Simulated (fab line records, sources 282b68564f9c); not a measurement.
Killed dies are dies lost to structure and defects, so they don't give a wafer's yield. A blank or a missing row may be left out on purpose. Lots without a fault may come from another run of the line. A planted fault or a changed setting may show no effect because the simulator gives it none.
fab line records | flow rit_cmos
record lots=5 wafers=23
route steps=202 shown ACTIVE@4 FOX2@23 NWELL@36 PWELL@47 WELLDRIVE@50 NRETRO@54 GATE@77 REOX@101 PLDD@115 SPACER@130 M1@202
start_h: hours from the record's first day to the start of the lot's first wafer shown | wait_h: hours since the lot's step before | " the same as in the row above | L1.1+2: a row that stands for several wafers | - no value, or no start given | * or withheld: withheld | < > ~ a bound
route shown NAME@n: a module of which the file shows steps, and the number in the route of the first | usual: mean/standard deviation of fault-free wafers | same: alike in all rows | chamber/n: place in a boat | sites: the reading at each site | _std_site: their standard deviation | _edge_site: outer sites' mean less inner sites' | radius_mm: how far each site lies from the wafer's centre | mask NAME#n: copy n | behind: the tool/chamber that last shaped the wafer | hold: why the lot was held/for how many hours/how that ended | device: the transistor (n, p or np) that didn't switch | end of line: the same wafers' tests at the end of the route | a step without rows: its recipe alone | killed: dies lost to structure and defects at the first sort, not the wafer's yield | map: a wafer's dies, x killed, . not, _ none there
set.NAME: the setting as run; set.NAME@STEP: as run at that earlier step | model.NAME: the simulator's own value behind a step, which no gauge read
lots whose settings were changed on purpose; a table a step, a row a wafer
## steps
# step RIT_ACTIVE_CVD_03
# recipe material=Si3N4 target_thk_nm=150 temp_c=810 precursor=SiH2Cl2/NH3 time_s=1500 pressure_mtorr=300 sih2cl2_flow_sccm=60 nh3_flow_sccm=150
# columns lot.wafer tool chamber start_h wait_h set.sih2cl2_flow_sccm model.Si3N4_of_ACTIVE_CVD_03.thk_nm
L077.1 - - - 0.1 64 152.5
L077.2+3 " - " " 64 153.7
L077.5 " - " " 64 153
L077.6 " - " " 64 153.2
L079.1 - - - 0.1 66.47 154.2
L079.2 " - " " 66.47 154.3
L079.3 " - " " 66.47 153.8
L079.4 " - " " 66.47 153.3
L079.5 " - " " 66.47 153.9
L080.1+5 - - - 0.1 63.76 153.6
L080.2+3 " - " " 63.76 154.9
L080.6 " - " " 63.76 154.5
L081.1 - - - 0.1 60 148.2
L081.2 " - " " 60 148.7
L081.3 " - " " 60 149.9
L081.5 " - " " 60 148.5
L081.6 " - " " 60 148.3
L082.1 lpcvd-01 1 53.89 0.1 60 149.1
L082.4 " 1 " " 60 149.2
L082.5 " 1 " " 60 148.3
# step RIT_FOX2_OXIDATION_00
# recipe temp_c=1100 ambient=H2O target_thk_a=3507 p_h2o_torr=720 ox_time_s=1130
# columns lot.wafer tool chamber start_h wait_h set.ox_time_s model.SiO2_of_FOX2_OXIDATION_00.thk_nm model.Si3N4_of_ACTIVE_CVD_03.thk_nm
L077.1 - - - 0.0 1008 319.5 134.3
L077.2 " - " " 1008 322.3 135.5
L077.3 " - " " 1008 322.2 135.4
L077.5 " - " " 1008 323.4 134.7
L077.6 " - " " 1008 320.7 135
L079.1 - - - 0.0 987 326.9 136
L079.2 " - " " 987 319.6 136.1
L079.3 " - " " 987 323.6 135.6
L079.4 " - " " 987 322.7 135.1
L079.5 " - " " 987 330.8 135.7
L080.1 - - - 1.6 975.2 316.2 135.4
L080.2 " - " " 975.2 317.3 136.7
L080.3 " - " " 975.2 313.4 136.6
L080.5 " - " " 975.2 318.2 135.3
L080.6 " - " " 975.2 314.8 136.2
L081.1 - - - 0.0 1187 366.9 129.2
L081.2 " - " " 1187 361.2 129.7
L081.3 " - " " 1187 360.5 130.9
L081.5 " - " " 1187 366.5 129.5
L081.6 " - " " 1187 360.9 129.3
L082.1 furnace-04 0 59.77 0.9 1130 343.8 130.3
L082.4 " 0 " " 1130 344.5 130.5
L082.5 " 0 " " 1130 344.6 129.6
# step RIT_FOX2_THK_MEAS_01
# recipe reads=SiO2_of_FOX2_OXIDATION_00
# usual FOX2_OXIDE_THK=350/5.7
# columns lot.wafer tool chamber start_h wait_h set.ox_time_s@FOX2_OXIDATION_00 FOX2_OXIDE_THK[nm]
L077.1 film_metro-01 - - - 1008 320
L077.2 " - " " 1008 322
L077.3 " - " " 1008 322
L077.5 " - " " 1008 323
L077.6 " - " " 1008 321
L079.1 film_metro-01 - - - 987 327
L079.2 " - " " 987 320
L079.3 " - " " 987 324
L079.4 " - " " 987 323
L079.5 " - " " 987 331
L080.1 film_metro-03 - - - 975.2 316
L080.2 " - " " 975.2 317
L080.3 " - " " 975.2 313
L080.5 " - " " 975.2 318
L080.6 " - " " 975.2 315
L081.1 film_metro-01 - - - 1187 367
L081.2 " - " " 1187 361
L081.3 " - " " 1187 361
L081.5 " - " " 1187 366
L081.6 " - " " 1187 361
L082.1 film_metro-01 - 61.08 0.0 1130 344
L082.4 " - " " 1130 344
L082.5 " - " " 1130 345
# step RIT_FOX2_CLEAN_02
# recipe chemistry=dHF dilution=50:1 time_s=180
# step RIT_FOX2_WET_ETCH_03
# recipe chemistry=H3PO4 target=Si3N4 target_depth_nm=195 temp_c=165 time_s=2700
# step RIT_FOX2_THK_MEAS_90
# recipe reads=SiO2_of_FOX2_OXIDATION_00
# usual FIELD_OXIDE_LEFT_1_THK=322/5.7
# columns lot.wafer tool chamber start_h wait_h set.ox_time_s@FOX2_OXIDATION_00 FIELD_OXIDE_LEFT_1_THK[nm]
L077.1 film_metro-02 - 35.80 0.0 1008 292
L077.2 " - " " 1008 295
L077.3 " - " " 1008 295
L077.5 " - " " 1008 296
L077.6 " - " " 1008 293
L079.1 film_metro-02 - 44.38 0.0 987 300
L079.2 " - " " 987 292
L079.3 " - " " 987 296
L079.4 " - " " 987 296
L079.5 " - " " 987 303
L080.1 film_metro-01 - 53.30 0.0 975.2 289
L080.2 " - " " 975.2 290
L080.3 " - " " 975.2 286
L080.5 " - " " 975.2 291
L080.6 " - " " 975.2 287
L081.1 film_metro-01 - 56.49 0.0 1187 339
L081.2 " - " " 1187 334
L081.3 " - " " 1187 333
L081.5 " - " " 1187 339
L081.6 " - " " 1187 334
L082.1 film_metro-01 - 62.04 0.0 1130 317
L082.4 " - " " 1130 317
L082.5 " - " " 1130 318
# step RIT_NWELL_IMPLANT_08
# recipe species=P energy_kev=170 dose_cm2=5e+13 tilt_deg=7
# columns lot.wafer tool chamber start_h wait_h set.energy_kev model.implant.rp_nm model.implant.drp_nm
L077.1+2 implanter-03 0 37.15 0.2 170 206.6 68.82
L077.3+5+6 " 0 " " 177.7 216.2 71.15
L079.1+2+3 implanter-01 0 45.73 0.2 179.4 232.3 71.66
L079.4+5 " 0 " " 170 219.8 68.82
L080.1+5+6 implanter-03 0 54.52 0.2 170 215.2 68.82
L080.2+3 " 0 " " 177.9 225.5 71.21
L081.1+3 implanter-01 0 57.84 0.2 165.1 212.1 67.36
L081.2+5+6 " 0 " " 170 218.6 68.82
L082.1+4+5 implanter-01 0 63.39 0.2 170 206.5 68.82
# step RIT_PWELL_IMPLANT_08
# recipe species=B energy_kev=170 dose_cm2=7e+13 tilt_deg=7
# columns lot.wafer tool chamber start_h wait_h set.dose_cm2
L077.1+3 implanter-01 0 38.78 0.2 6.592e+13
L077.2+5+6 " 0 " " 7e+13
L079.1+2 implanter-03 0 47.41 0.2 7.285e+13
L079.3+4+5 " 0 " " 7e+13
L080.1+3+5 implanter-03 0 56.20 0.2 7e+13
L080.2+6 " 0 " " 6.538e+13
L081.1+2 implanter-03 0 59.52 0.2 7e+13
L081.3+5+6 " 0 " " 7.42e+13
L082.1+4+5 implanter-01 0 65.07 0.2 7e+13
# step RIT_PWELL_STRIP_09
# recipe chemistry=O2 time_s=180 resist=NOVOLAK platen_temp_c=withheld power_w=500 pressure_mtorr=4000 o2_flow_sccm=4000
# step RIT_PWELL_TW_MEAS_10
# usual PWELL_TW=947/7.3
# columns lot.wafer tool chamber start_h wait_h set.dose_cm2@PWELL_IMPLANT_08 PWELL_TW
L077.1 film_metro-04 - 39.10 0.1 6.592e+13 934
L077.2 " - " " 7e+13 949
L077.3 " - " " 6.592e+13 935
L077.5 " - " " 7e+13 954
L077.6 " - " " 7e+13 951
L079.1 film_metro-01 - 47.73 0.1 7.285e+13 952
L079.2 " - " " 7.285e+13 957
L079.3 " - " " 7e+13 937
L079.4 " - " " 7e+13 941
L079.5 " - " " 7e+13 943
L080.1 film_metro-02 - 56.52 0.1 7e+13 942
L080.2 " - " " 6.538e+13 921
L080.3 " - " " 7e+13 944
L080.5 " - " " 7e+13 944
L080.6 " - " " 6.538e+13 917
L081.1 film_metro-02 - 59.84 0.1 7e+13 934
L081.2 " - " " 7e+13 934
L081.3 " - " " 7.42e+13 955
L081.5 " - " " 7.42e+13 958
L081.6 " - " " 7.42e+13 963
L082.1 film_metro-02 - 65.39 0.1 7e+13 940
L082.4 " - " " 7e+13 943
L082.5 " - " " 7e+13 941
# step RIT_WELLDRIVE_ANNEAL_00
# recipe temp_c=1100 time_s=14700 ambient=N2
# step RIT_WELLDRIVE_RS_MEAS_02
# recipe thk_meas_gauge=four-point-probe
# usual PWELL_RS=430.1/1
# columns lot.wafer tool chamber start_h wait_h set.dose_cm2@PWELL_IMPLANT_08 PWELL_RS[ohm/sq]
L077.1 film_metro-01 - 45.06 0.1 6.592e+13 447.9
L077.2 " - " " 7e+13 431.5
L077.3 " - " " 6.592e+13 446.6
L077.5 " - " " 7e+13 430.7
L077.6 " - " " 7e+13 431.5
L079.1 film_metro-04 - 53.70 0.1 7.285e+13 420.1
L079.2 " - " " 7.285e+13 420.9
L079.3 " - " " 7e+13 432.2
L079.4 " - " " 7e+13 430.6
L079.5 " - " " 7e+13 430.7
L080.1 film_metro-04 - 61.79 0.1 7e+13 429.0
L080.2 " - " " 6.538e+13 451.0
L080.3 " - " " 7e+13 431.2
L080.5 " - " " 7e+13 429.9
L080.6 " - " " 6.538e+13 449.1
L081.1 film_metro-01 - 66.87 0.1 7e+13 429.5
L081.2 " - " " 7e+13 430.3
L081.3 " - " " 7.42e+13 414.7
L081.5 " - " " 7.42e+13 414.7
L081.6 " - " " 7.42e+13 413.4
L082.1 film_metro-01 - 71.95 0.1 7e+13 430.4
L082.4 " - " " 7e+13 429.3
L082.5 " - " " 7e+13 431.7
# step RIT_NRETRO_COAT_01
# recipe resist=NOVOLAK spin_rpm=2000 resist_thk_nm=1300
# columns lot.wafer tool chamber start_h wait_h set.resist_thk_nm model.NOVOLAK_of_NRETRO_COAT_01.thk_nm
L077.1 litho_track-02 0 45.33 0.1 1300 1296
L077.2 " 0 " " 1267 1263
L077.3 " 0 " " 1267 1268
L077.5 " 0 " " 1300 1302
L077.6 " 0 " " 1267 1269
L079.1+4 litho_track-03 0 53.97 0.1 1248 1253
L079.2 " 0 " " 1300 1304
L079.3 " 0 " " 1248 1248
L079.5 " 0 " " 1300 1303
L080.1 litho_track-04 0 62.06 0.1 1300 1297
L080.2 " 0 " " 1300 1296
L080.3 " 0 " " 1300 1295
L080.5 " 0 " " 1377 1374
L080.6 " 0 " " 1377 1373
L081.1 litho_track-04 0 67.14 0.1 1355 1362
L081.2+6 " 0 " " 1300 1304
L081.3 " 0 " " 1300 1299
L081.5 " 0 " " 1355 1361
L082.1 litho_track-04 0 72.22 0.1 1300 1298
L082.4 " 0 " " 1300 1301
L082.5 " 0 " " 1300 1299
# step RIT_GATE_CLEAN_02
# recipe chemistry=dHF dilution=50:1 time_s=30
# columns lot.wafer tool chamber start_h wait_h set.time_s
L077.1+2+3+5+6 - - - 0.0 28.35
L079.1+2+3+4+5 - - - 0.0 33.69
L080.1+2+3+5+6 - - - 0.0 33.42
L081.1+2+3+5+6 - - - 0.0 33.96
L082.1+4+5 wet_bench-01 2 75.50 0.0 30
# step RIT_GATE_CLEAN_03
# recipe chemistry=SC2 mix=3:3:50 time_s=600 temp_c=75 dry=n2_spin
# step RIT_GATE_CLEAN_04
# recipe chemistry=dHF dilution=50:1 time_s=60 dry=n2_spin
# step RIT_FOX2_THK_MEAS_91
# recipe reads=SiO2_of_FOX2_OXIDATION_00
# usual FIELD_OXIDE_LEFT_2_THK=254/5.5
# columns lot.wafer tool chamber start_h wait_h set.ox_time_s@FOX2_OXIDATION_00 FIELD_OXIDE_LEFT_2_THK[nm]
L077.1 film_metro-03 - 49.14 0.0 1008 224
L077.2 " - " " 1008 227
L077.3 " - " " 1008 227
L077.5 " - " " 1008 228
L077.6 " - " " 1008 226
L079.1 film_metro-02 - 57.59 0.0 987 232
L079.2 " - " " 987 225
L079.3 " - " " 987 229
L079.4 " - " " 987 228
L079.5 " - " " 987 236
L080.1 film_metro-01 - 65.59 0.0 975.2 220
L080.2 " - " " 975.2 221
L080.3 " - " " 975.2 217
L080.5 " - " " 975.2 222
L080.6 " - " " 975.2 219
L081.1 film_metro-03 - 70.64 0.0 1187 271
L081.2 " - " " 1187 265
L081.3 " - " " 1187 265
L081.5 " - " " 1187 271
L081.6 " - " " 1187 265
L082.1 film_metro-02 - 75.72 0.0 1130 248
L082.4 " - " " 1130 248
L082.5 " - " " 1130 248
# step RIT_GATE_CVD_08
# recipe material=poly-Si target_thk_nm=250 temp_c=610 precursor=SiH4 time_s=2220 pressure_mtorr=300 sih4_flow_sccm=100
# columns lot.wafer tool chamber start_h wait_h set.temp_c model.poly-Si_of_GATE_CVD_08.thk_nm
L077.1 - - - 0.1 598.6 188.1
L077.2 " - " " 598.6 187.4
L077.3 " - " " 598.6 187.9
L077.5 " - " " 598.6 186
L077.6 " - " " 598.6 189.6
L079.1 - - - 0.1 610 252.9
L079.2 " - " " 610 249.6
L079.3 " - " " 610 249.7
L079.4 " - " " 610 248.9
L079.5 " - " " 610 252.7
L080.1 - - - 0.1 598.7 190.8
L080.2 " - " " 598.7 189.1
L080.3 " - " " 598.7 189.6
L080.5 " - " " 598.7 189.5
L080.6 " - " " 598.7 187.1
L081.1 - - - 1.3 610 249.5
L081.2 " - " " 610 249.4
L081.3 " - " " 610 250.2
L081.5 " - " " 610 247.4
L081.6 " - " " 610 250.1
L082.1 lpcvd-02 1 79.75 0.1 610 251.5
L082.4 " 1 " " 610 248.2
L082.5 " 1 " " 610 250.9
# step RIT_GATE_THK_MEAS_09
# recipe reads=poly-Si_of_GATE_CVD_08
# usual GATE_POLY_THK=249.5/1.6
# columns lot.wafer tool chamber start_h wait_h set.temp_c@GATE_CVD_08 GATE_POLY_THK[nm]
L077.1 film_metro-01 - - - 598.6 188.1
L077.2 " - " " 598.6 187.5
L077.3 " - " " 598.6 187.9
L077.5 " - " " 598.6 186.2
L077.6 " - " " 598.6 189.6
L079.1 film_metro-01 - - - 610 253.0
L079.2 " - " " 610 249.5
L079.3 " - " " 610 249.7
L079.4 " - " " 610 249.0
L079.5 " - " " 610 252.7
L080.1 film_metro-03 - - - 598.7 190.8
L080.2 " - " " 598.7 189.2
L080.3 " - " " 598.7 189.6
L080.5 " - " " 598.7 189.4
L080.6 " - " " 598.7 187.2
L081.1 film_metro-02 - - - 610 249.3
L081.2 " - " " 610 249.3
L081.3 " - " " 610 250.1
L081.5 " - " " 610 247.4
L081.6 " - " " 610 249.9
L082.1 film_metro-01 - 81.37 0.0 610 251.3
L082.4 " - " " 610 248.2
L082.5 " - " " 610 251.0
# step RIT_GATE_ETCH_19
# recipe chemistry=SF6/CHF3/O2 time_s=165 SF6_flow_sccm=30 CHF3_flow_sccm=30 O2_flow_sccm=5 target=poly-Si pressure_mtorr=40 rf_w=160 target_depth_a=3125 over_etch_frac=0.25 stop_on=SiO2
# usual oes_product_au=0.851/0.0095
# columns lot.wafer tool chamber start_h wait_h set.time_s set.temp_c@GATE_CVD_08 oes_product_au model.etch.depth_nm model.GATE.feature_depth_nm
L077.1 rie_si-02 2 56.49 0.1 149.2 598.6 0.741 188.1 188.1
L077.2 " 0 " " 165 598.6 0.715 187.4 187.4
L077.3 " 3 " " 165 598.6 0.707 187.9 187.9
L077.5 " 0 " " 165 598.6 0.711 186 186
L077.6 " 3 " " 149.2 598.6 0.751 189.6 189.6
L079.1 rie_si-02 1 64.22 0.1 150 610 0.925 252.9 252.9
L079.2 " 0 " " 165 610 0.868 249.6 249.6
L079.3 " 3 " " 165 610 0.851 249.7 249.7
L079.4 " 2 " " 165 610 0.841 248.9 248.9
L079.5 " 0 " " 150 610 0.931 252.7 252.7
L080.1 rie_si-01 3 72.50 0.1 155.7 598.7 0.738 190.8 190.8
L080.2 " 2 " " 155.7 598.7 0.734 189.1 189.1
L080.3 " 1 " " 165 598.7 0.706 189.6 189.6
L080.5 " 1 " " 155.7 598.7 0.733 189.5 189.5
L080.6 " 0 " " 165 598.7 0.699 187.1 187.1
L081.1 rie_si-02 3 76.49 0.1 165 610 0.847 249.5 249.5
L081.2 " 0 " " 157.9 610 0.890 249.4 249.4
L081.3 " 1 " " 165 610 0.855 250.2 250.2
L081.5 " 2 " " 157.9 610 0.870 247.4 247.4
L081.6 " 1 " " 165 610 0.859 250.1 250.1
L082.1 rie_si-01 2 82.77 0.1 165 610 0.862 251.5 251.5
L082.4 " 0 " " 165 610 0.840 248.2 248.2
L082.5 " 2 " " 165 610 0.857 250.9 250.9
# step RIT_REOX_OXIDATION_03
# recipe temp_c=900 ambient=O2 target_thk_a=252 ox_time_s=5580
# columns lot.wafer tool chamber start_h wait_h set.ox_time_s model.SiO2_of_REOX_OXIDATION_03.thk_nm
L077.1+6 - - - 0.0 5580 25.06
L077.2 " - " " 5580 24.91
L077.3 " - " " 5580 24.76
L077.5 " - " " 5580 25.01
L079.1 - - - 0.8 5580 24.79
L079.2 " - " " 5580 24.8
L079.3 " - " " 5580 24.4
L079.4 " - " " 5580 25.17
L079.5 " - " " 5580 24.77
L080.1 - - - 0.0 5114 23.65
L080.2 " - " " 5114 23.49
L080.3 " - " " 5114 24.3
L080.5 " - " " 5114 23.97
L080.6 " - " " 5114 23.9
L081.1 - - - 0.0 4981 22.98
L081.2 " - " " 4981 23.65
L081.3 " - " " 4981 23.31
L081.5 " - " " 4981 23.25
L081.6 " - " " 4981 23.22
L082.1 furnace-03 0 84.47 0.9 5580 24.61
L082.4 " 0 " " 5580 24.46
L082.5 " 0 " " 5580 24.59
# step RIT_PLDD_COAT_01
# recipe resist=NOVOLAK spin_rpm=3250 resist_thk_nm=1000
# columns lot.wafer tool chamber start_h wait_h set.spin_rpm model.NOVOLAK_of_PLDD_COAT_01.thk_nm
L077.1 litho_track-02 0 61.44 0.1 3250 1004
L077.2 " 0 " " 3009 1040
L077.3 " 0 " " 3250 1001
L077.5 " 0 " " 3250 1000
L077.6 " 0 " " 3009 1039
L079.1 litho_track-03 0 70.12 0.1 3372 983.6
L079.2+3 " 0 " " 3250 1004
L079.4 " 0 " " 3372 985.1
L079.5 " 0 " " 3250 1006
L080.1 litho_track-02 0 77.47 0.1 3166 1016
L080.2 " 0 " " 3250 1007
L080.3 " 0 " " 3250 1005
L080.5 " 0 " " 3166 1018
L080.6 " 0 " " 3166 1019
L081.1+6 litho_track-02 0 81.57 0.1 3161 1015
L081.2 " 0 " " 3250 1001
L081.3 " 0 " " 3250 994.4
L081.5 " 0 " " 3161 1018
L082.1 litho_track-02 0 88.78 0.1 3250 1001
L082.4 " 0 " " 3250 1004
L082.5 " 0 " " 3250 1003
# step RIT_SPACER_ETCHBACK_05
# recipe target_depth_a=2500 SF6_flow_sccm=30 CHF3_flow_sccm=30 target=Si3N4 chemistry=SF6/CHF3 pressure_mtorr=40 rf_w=250 time_s=240 stop_on=SiO2
# columns lot.wafer tool chamber start_h wait_h set.time_s set.temp_c@GATE_CVD_08 model.poly-Si_of_GATE_CVD_08.thk_nm model.Si3N4_of_SPACER_CVD_03.thk_nm
L077.1 rie_diel-04 3 65.21 0.1 240 598.6 103.9 194.8
L077.2 " 1 " " 240 598.6 102 193.5
L077.3 " 2 " " 207 598.6 113.1 202.7
L077.5 " 2 " " 207 598.6 111.4 203
L077.6 " 3 " " 240 598.6 105.4 196.6
L079.1 rie_diel-01 1 73.86 0.1 240 610 171.3 196.3
L079.2 " 0 " " 240 610 167.4 194.1
L079.3 " 3 " " 240 610 168 195.9
L079.4 " 2 " " 240 610 167.7 196.4
L079.5 " 2 " " 240 610 171.3 196.8
L080.1 rie_diel-02 1 81.24 0.1 240 598.7 108.4 195.6
L080.2 " 0 " " 216.3 598.7 113.4 201.6
L080.3 " 3 " " 240 598.7 106.6 195
L080.5 " 0 " " 240 598.7 107.3 196.4
L080.6 " 1 " " 216.3 598.7 110.9 200.8
L081.1 rie_diel-04 2 85.20 0.1 224.1 610 170.8 198.4
L081.2 " 0 " " 240 610 168.6 196.6
L081.3 " 3 " " 224.1 610 171.8 199.3
L081.5 " 0 " " 224.1 610 170.4 200.7
L081.6 " 3 " " 240 610 167.3 195.6
L082.1 rie_diel-04 0 93.73 0.1 240 610 169.5 194.9
L082.4 " 1 " " 240 610 163.3 193.9
L082.5 " 1 " " 240 610 165.9 192.5
# step RIT_M1_PROBE_99
# usual killed_at_front_end=7/3.2 killed_dies=7/3.2 killed_open=3.2/2 killed_short=3.6/2.1
# same gross_dies=264 killed_at_M0_to_M3=0 killed_at_M4_up=0 killed_at_back_side=0 killed_at_contacts=0 killed_at_other=0
# columns lot.wafer tool chamber start_h wait_h set.dose_cm2@PWELL_IMPLANT_08 set.time_s@SPACER_ETCHBACK_05 killed_at_front_end killed_dies killed_open killed_short model.etest.nmos_0p15.r_on_ohm_um model.etest.nmos_turned.drive_ua_um
L077.1 prober-01 - 76.18 0.1 6.592e+13 240 6 6 4 2 - -
L077.2 prober-01 - 76.23 0.1 7e+13 240 6 6 5 1 - -
L077.3 prober-01 - 76.28 0.2 6.592e+13 207 9 9 5 4 922.2 462.9
L077.5 prober-01 - 76.38 0.2 7e+13 207 8 8 3 5 932 450.5
L077.6 prober-01 - 76.43 0.2 7e+13 240 3 3 1 2 - -
L079.1 prober-01 - 84.94 0.1 7.285e+13 240 7 7 4 3 1152 321.3
L079.2 prober-01 - 84.99 0.1 7.285e+13 240 3 3 1 2 1171 326.2
L079.3 prober-01 - 85.04 0.2 7e+13 240 8 8 3 5 1117 340.6
L079.4 prober-01 - 85.09 0.2 7e+13 240 3 3 3 0 1127 329.9
L079.5 prober-01 - 85.14 0.2 7e+13 240 4 4 1 3 1107 336.2
L080.1 prober-02 - 92.18 0.1 7e+13 240 3 3 0 3 1031 447.2
L080.2 prober-02 - 92.23 0.1 6.538e+13 216.3 9 9 4 4 912.2 474
L080.3 prober-02 - 92.28 0.2 7e+13 240 6 6 1 5 - -
L080.5 prober-02 - 92.38 0.2 7e+13 240 3 3 3 0 1029 448.4
L080.6 prober-02 - 92.43 0.2 6.538e+13 216.3 5 5 5 0 920.3 474.3
L081.1 prober-01 - 96.56 0.1 7e+13 224.1 9 9 3 6 999 395.3
L081.2 prober-01 - 96.61 0.1 7e+13 240 8 8 4 4 1069 376.3
L081.3 prober-01 - 96.66 0.2 7.42e+13 224.1 6 6 2 4 1047 368.8
L081.5 prober-01 - 96.76 0.2 7.42e+13 224.1 9 9 4 5 1005 373.8
L081.6 prober-01 - 96.81 0.2 7.42e+13 240 3 3 3 0 1115 364.4
L082.1 prober-02 - 104.56 0.1 7e+13 240 8 8 5 3 1136 338.9
L082.4 prober-02 - 104.71 0.2 7e+13 240 2 2 1 1 1164 349
L082.5 prober-02 - 104.76 0.2 7e+13 240 10 10 5 5 1159 352.1
# killed by level:class
L077.1 GATE:geometric_particle:open=2 FOX1:geometric_particle:open=1 GATE:geometric_particle:short=1 SILICIDE:geometric_particle:short=1 SILICIDE:geometric_particle:open=1
L077.2 REOX:geometric_particle:open=3 SPACER:geometric_particle:open=2 FOX1:geometric_particle:short=1
L077.3 REOX:geometric_particle:short=2 REOX:geometric_particle:open=2 FOX1:geometric_particle:open=1 FOX1:geometric_particle:short=1 FOX2:geometric_particle:open=1 GATE:geometric_particle:open=1 GATE:geometric_particle:short=1
L077.5 REOX:geometric_particle:short=3 FOX1:geometric_particle:short=1 GATE:geometric_particle:short=1 GATE:geometric_particle:open=1 REOX:geometric_particle:open=1 SILICIDE:geometric_particle:open=1
L077.6 FOX2:geometric_particle:short=2 FOX2:geometric_particle:open=1
L079.1 GATE:geometric_particle:short=2 SPACER:geometric_particle:open=2 FOX1:geometric_particle:short=1 GATE:geometric_particle:open=1 SILICIDE:geometric_particle:open=1
L079.2 FOX1:geometric_particle:short=1 FOX2:geometric_particle:short=1 GATE:geometric_particle:open=1
L079.3 FOX2:geometric_particle:short=1 GATE:geometric_particle:short=1 GATE:geometric_particle:open=1 REOX:geometric_particle:short=1 SPACER:geometric_particle:open=1 SPACER:geometric_particle:short=1 SILICIDE:geometric_particle:open=1 SILICIDE:geometric_particle:short=1
L079.4 GATE:geometric_particle:open=3
L079.5 FOX1:geometric_particle:short=1 GATE:geometric_particle:short=1 GATE:geometric_particle:open=1 SPACER:geometric_particle:short=1
L080.1 FOX1:geometric_particle:short=2 REOX:geometric_particle:short=1
L080.2 GATE:geometric_particle:short=3 GATE:geometric_particle:open=3 SPACER:geometric_particle:open=1 SPACER:geometric_particle:short=1 PWELL:coat_microbubble_printed=1
L080.3 GATE:geometric_particle:short=3 REOX:geometric_particle:short=2 GATE:geometric_particle:open=1
L080.5 SILICIDE:geometric_particle:open=3
L080.6 SILICIDE:geometric_particle:open=2 GATE:geometric_particle:open=2 FOX1:geometric_particle:open=1
L081.1 GATE:geometric_particle:short=4 FOX2:geometric_particle:short=2 FOX1:geometric_particle:open=1 FOX2:geometric_particle:open=1 SPACER:geometric_particle:open=1
L081.2 FOX2:geometric_particle:short=2 FOX2:geometric_particle:open=1 GATE:geometric_particle:open=1 GATE:geometric_particle:short=1 REOX:geometric_particle:short=1 REOX:geometric_particle:open=1 SILICIDE:geometric_particle:open=1
L081.3 REOX:geometric_particle:short=2 GATE:geometric_particle:short=1 GATE:geometric_particle:open=1 SPACER:geometric_particle:short=1 SPACER:geometric_particle:open=1
L081.5 FOX2:geometric_particle:short=2 GATE:geometric_particle:short=2 FOX2:geometric_particle:open=1 GATE:geometric_particle:open=1 REOX:geometric_particle:open=1 REOX:geometric_particle:short=1 SPACER:geometric_particle:open=1
L081.6 FOX1:geometric_particle:open=2 SPACER:geometric_particle:open=1
L082.1 FOX2:geometric_particle:open=2 GATE:geometric_particle:short=2 GATE:geometric_particle:open=1 SPACER:geometric_particle:open=1 SPACER:geometric_particle:short=1 SILICIDE:geometric_particle:open=1
L082.4 FOX2:geometric_particle:short=1 GATE:geometric_particle:open=1
L082.5 GATE:geometric_particle:short=2 FOX1:geometric_particle:open=1 FOX1:geometric_particle:short=1 FOX2:geometric_particle:short=1 FOX2:geometric_particle:open=1 GATE:geometric_particle:open=1 SPACER:geometric_particle:open=1 SILICIDE:geometric_particle:short=1
## key
split step=RIT_ACTIVE_CVD_03 setting=sih2cl2_flow_sccm stated=60 by=lot
response step=RIT_ACTIVE_CVD_03 reading=model.Si3N4_of_ACTIVE_CVD_03.thk_nm change=+0.535 per=1% r=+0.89
split step=RIT_FOX2_OXIDATION_00 setting=ox_time_s stated=1130 by=lot
response step=RIT_FOX2_OXIDATION_00 reading=model.SiO2_of_FOX2_OXIDATION_00.thk_nm change=+2.32 per=1% r=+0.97
response step=RIT_FOX2_OXIDATION_00 reading=model.Si3N4_of_ACTIVE_CVD_03.thk_nm change=-0.357 per=1% r=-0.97
response step=RIT_FOX2_THK_MEAS_01 reading=FOX2_OXIDE_THK change=+2.32 per=1% r=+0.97
response step=RIT_FOX2_THK_MEAS_90 reading=FIELD_OXIDE_LEFT_1_THK change=+2.31 per=1% r=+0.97
response step=RIT_FOX2_THK_MEAS_91 reading=FIELD_OXIDE_LEFT_2_THK change=+2.28 per=1% r=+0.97
split step=RIT_NWELL_IMPLANT_08 setting=energy_kev stated=170 by=wafer
response step=RIT_NWELL_IMPLANT_08 reading=model.implant.rp_nm change=+2.21 per=1% r=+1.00
response step=RIT_NWELL_IMPLANT_08 reading=model.implant.drp_nm change=+0.513 per=1% r=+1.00
split step=RIT_PWELL_IMPLANT_08 setting=dose_cm2 stated=7e+13 by=wafer
response step=RIT_PWELL_TW_MEAS_10 reading=PWELL_TW change=+3.53 per=1% r=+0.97
response step=RIT_WELLDRIVE_RS_MEAS_02 reading=PWELL_RS change=-2.79 per=1% r=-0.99
response step=RIT_M1_PROBE_99 reading=model.etest.nmos_turned.drive_ua_um change=-3.14 per=1% r=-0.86
split step=RIT_NRETRO_COAT_01 setting=resist_thk_nm stated=1300 by=wafer
response step=RIT_NRETRO_COAT_01 reading=model.NOVOLAK_of_NRETRO_COAT_01.thk_nm change=+13.3 per=1% r=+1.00
split step=RIT_GATE_CLEAN_02 setting=time_s stated=30 by=lot
response none clear
split step=RIT_GATE_CVD_08 setting=temp_c stated=610 by=lot
response step=RIT_GATE_CVD_08 reading=model.poly-Si_of_GATE_CVD_08.thk_nm change=+33.1 per=1% r=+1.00
response step=RIT_GATE_THK_MEAS_09 reading=GATE_POLY_THK change=+33 per=1% r=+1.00
response step=RIT_GATE_ETCH_19 reading=model.etch.depth_nm change=+33.1 per=1% r=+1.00
response step=RIT_GATE_ETCH_19 reading=model.GATE.feature_depth_nm change=+33.1 per=1% r=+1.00
response step=RIT_SPACER_ETCHBACK_05 reading=model.poly-Si_of_GATE_CVD_08.thk_nm change=+32.5 per=1% r=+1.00
split step=RIT_GATE_ETCH_19 setting=time_s stated=165 by=wafer
response step=RIT_GATE_ETCH_19 reading=oes_product_au change=-0.00584 per=1% r=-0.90
split step=RIT_REOX_OXIDATION_03 setting=ox_time_s stated=5580 by=lot
response step=RIT_REOX_OXIDATION_03 reading=model.SiO2_of_REOX_OXIDATION_03.thk_nm change=+0.132 per=1% r=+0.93
split step=RIT_PLDD_COAT_01 setting=spin_rpm stated=3250 by=wafer
response step=RIT_PLDD_COAT_01 reading=model.NOVOLAK_of_PLDD_COAT_01.thk_nm change=-5.24 per=1% r=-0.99
split step=RIT_SPACER_ETCHBACK_05 setting=time_s stated=240 by=wafer
response step=RIT_SPACER_ETCHBACK_05 reading=model.Si3N4_of_SPACER_CVD_03.thk_nm change=-0.561 per=1% r=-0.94
response step=RIT_M1_PROBE_99 reading=model.etest.nmos_0p15.r_on_ohm_um change=+11.5 per=1% r=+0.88
